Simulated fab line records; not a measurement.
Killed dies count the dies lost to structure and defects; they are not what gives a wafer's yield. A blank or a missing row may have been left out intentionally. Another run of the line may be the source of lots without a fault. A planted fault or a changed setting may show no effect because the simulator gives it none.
Split-lot experiment | flow berkeleyCmos170 | 23 wafers read from 5 lots, route of 331 steps

ABOUT THE SPLIT
At UCB170_ACTIVE_ETCH_15 (etches Si3N4 in CH3F/Ar/O2, stops on SiO2, target depth 242 nm, time 151 s), the setting timeS was moved away from the recipe's 151 s on 10 of the 23 wafers read, by -12.1% to +12.2%. The other wafers ran this setting at the recipe's value.

The split's own step is where the reading is taken.

THE READING
KrF_of_ACTIVE_COAT_08.thkNm (the simulator's own value, which no gauge read), in nm, at UCB170_ACTIVE_ETCH_15 (etches Si3N4 in CH3F/Ar/O2, stops on SiO2, target depth 242 nm, time 151 s). The file does not state a usual value for it. Average 724.8 nm, standard deviation 2.4 nm, over the 13 wafers here run with the recipe.

wafer  | tool, chamber at the split | timeS as run, s | against the recipe | KrF_of_ACTIVE_COAT_08.thkNm, nm | against lot-mates on the recipe
L075.1 | rieDiel-04, 3              | 151             | recipe             | 723.2                           | -
L075.2 | rieDiel-04, 2              | 169.4           | +12.2%             | 704.8                           | -17.2
L075.4 | rieDiel-04, 1              | 151             | recipe             | 720.9                           | -
L075.5 | rieDiel-04, 2              | 169.4           | +12.2%             | 708.1                           | -13.9
L075.6 | rieDiel-04, 3              | 169.4           | +12.2%             | 704.3                           | -17.8
L081.1 | rieDiel-02, 1              | 132.8           | -12.1%             | 741.5                           | +15.3
L081.2 | rieDiel-02, 3              | 151             | recipe             | 727.8                           | -
L081.3 | rieDiel-02, 0              | 151             | recipe             | 725.8                           | -
L081.4 | rieDiel-02, 3              | 132.8           | -12.1%             | 744.5                           | +18.3
L081.5 | rieDiel-02, 0              | 151             | recipe             | 724.9                           | -
L080.1 | rieDiel-04, 3              | 165.1           | +9.3%              | 711.9                           | -13.5
L080.2 | rieDiel-04, 0              | 165.1           | +9.3%              | 715.2                           | -10.2
L080.4 | rieDiel-04, 3              | 151             | recipe             | 725.1                           | -
L080.5 | rieDiel-04, 1              | 151             | recipe             | 725.7                           | -
L080.6 | rieDiel-04, 0              | 165.1           | +9.3%              | 714                             | -11.4
L083.3 | rieDiel-04, 3              | 151             | recipe             | 724.1                           | -
L083.4 | rieDiel-04, 2              | 151             | recipe             | 729.4                           | -
L083.5 | rieDiel-04, 3              | 151             | recipe             | 726.7                           | -
L085.1 | rieDiel-02, 2              | 151             | recipe             | 723.7                           | -
L085.3 | rieDiel-02, 1              | 132.7           | -12.1%             | 743.6                           | +20.9
L085.4 | rieDiel-02, 3              | 132.7           | -12.1%             | 746.7                           | +24.0
L085.5 | rieDiel-02, 3              | 151             | recipe             | 720.8                           | -
L085.6 | rieDiel-02, 0              | 151             | recipe             | 723.7                           | -

FIT RESULTS
A straight line over all 23 wafers: KrF_of_ACTIVE_COAT_08.thkNm changes by -1.51 nm for each +1% of timeS; r = -0.98; the points scatter about the line by 2.5 nm.
The same after taking each lot's own level away (the mean of its wafers on the recipe; 23 wafers): -1.46 nm for each +1%; r = -0.98; scatter 2.2 nm.
According to that fit, moving timeS by its largest amount changes the reading by 18 nm.
The span of the lots' own levels, 722.05 to 726.73 nm, comes to 2.0 times the standard deviation stated above.
So the lot-to-lot level changes the slope little: the two slopes agree.
Check: with one of the wafers moved furthest among these (+12.2%) left out of the fit, the line predicts -17 nm for it against its lot-mates. Against them it came out at -17.2 nm.

ADDITIONAL SPLITS CARRIED BY THESE WAFERS
Before the reading, these wafers also passed through other splits. Each is held against what the fit with the lots' levels taken away leaves over:
other split on the same wafers       | wafers away from the commonest value | r with KrF_of_ACTIVE_COAT_08.thkNm (lot level and that fit taken away)
UCB170_START_OXIDATION_02 tempC      | 18                                   | +0.20
UCB170_NWELL_COAT_07 spinRpm         | 12                                   | -0.22
UCB170_NWELL_DEVELOP_11 developTimeS | 6                                    | -0.28
UCB170_PWELL_IMPLANT_15 energyKev    | 10                                   | +0.23
UCB170_ACTIVE_CVD_05 timeS           | 15                                   | -0.19

THE WHOLE CHAIN: every reading that the file lists as answering this split, in the file's order
step                   | what it does                                                               | reading                                                                            | change (the file's fit)                                                              | r (the file's)
UCB170_ACTIVE_ETCH_15  | etches Si3N4 in CH3F/Ar/O2, stops on SiO2, target depth 242 nm, time 151 s | KrF_of_ACTIVE_COAT_08.thkNm (the simulator's own value, which no gauge read)       | -1.48 nm for each +1% of the setting                                                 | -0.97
UCB170_ACTIVE_ETCH_15  | etches Si3N4 in CH3F/Ar/O2, stops on SiO2, target depth 242 nm, time 151 s | SiO2_of_ACTIVE_OXIDATION_02.thkNm (the simulator's own value, which no gauge read) | not straight: 23.59 at the lowest setting, 23.13 at the recipe, 18.76 at the highest | not given
UCB170_ACTIVE_STRIP_16 | strips in O2                                                               | stripTimeToEndpointS                                                               | withheld for each +1% of the setting                                                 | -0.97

THE FILE'S OWN FIT
KrF_of_ACTIVE_COAT_08.thkNm changes by -1.48 nm for each +1% of timeS, r = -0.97.
